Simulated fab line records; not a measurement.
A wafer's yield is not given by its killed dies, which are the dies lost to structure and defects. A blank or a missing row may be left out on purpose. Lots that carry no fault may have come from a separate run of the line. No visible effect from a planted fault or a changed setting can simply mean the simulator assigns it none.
Problem report in the 8D (eight disciplines) form, filled by code    flow berkeley cmos170    the parts of the form that need people (team, actions taken, sign-off) are left out

1. THE ISSUE
heater power total W at UCB170_M1_PEB_07 reads a mean of 57.63 W on 6 wafers of 2 lots; wafers without a fault read 56.80 W with a standard deviation of 0.045. That puts it +19 standard deviations away from the usual mean.
First seen on wafer L237.2, day 11 01:08, on litho track-03. Wafers with a number at this step in the record: 42, from 14 lots. Rule for "out" (also "out of limits"): further than 4 standard deviations from the usual mean. The other wafers with a number count as sound.

2. WHAT IT IS, AND WHAT IT ISN'T
question                     is                      is not
which readings at this step  heater power total W    -
which lots                   L237, L241              L229, L230, L232, L234, L235, L238, L239, L243, L248, L250, L251, L252
which wafers of those lots   all that have a number  -
read on which tools          litho track-03          litho track-02, litho track-04
when                         from day 11 01:08       up to then (21 sound wafers); but 15 sound wafers of L238, L248, L250, L251, L252 came after

3. WHAT RULES OUT EACH SUSPECT
Counting: a tool at any process step up to the reading remains a suspect when it ran all the lots that are out and ran no sound lot after the first of those.
- litho track-03 at UCB170_M1_PEB_07: kept. All lots that are out passed through it, beginning with L237 at day 11 01:08, and no sound lot followed; its final sound lot before that point was L243 at day 10 22:35. On those wafers its own readings are out: heater power total W.
Remaining after the count: litho track-03 at UCB170_M1_PEB_07.

4. THE CAUSE (what the simulator had put in)
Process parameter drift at UCB170_M1_PEB_07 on litho track-03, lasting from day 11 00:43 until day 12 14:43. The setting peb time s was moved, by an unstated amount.
This tool alone remained once counting was done.

5. THE EFFECT CHAIN, in route order
Each row: a reading where the mean over the struck wafers with a number is more than 3 standard deviations away from the usual. Only readings for which the record gives a usual standard deviation are gone through. hours: the time from each lot's start at the first step in this table that gives one to its start at this step, as a median over the lots. sigmas: the change in usual standard deviations.
hours  step              reading               usual    on struck wafers  change  sigmas
0      UCB170_M1_PEB_07  heater power total W  56.80 W  57.63             +0.84   +19
The process steps in it:
- UCB170_M1_PEB_07
Later steps that measure or inspect, where all struck wafers having a row at the step show a number for every such reading and not one has moved that far: UCB170_M1_OVL_MEAS_10.

6. HOW IT WOULD HAVE BEEN CAUGHT EARLIER
The fault began at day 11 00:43; the first out-of-limits reading in this record came at day 11 01:08, 0 hours later.
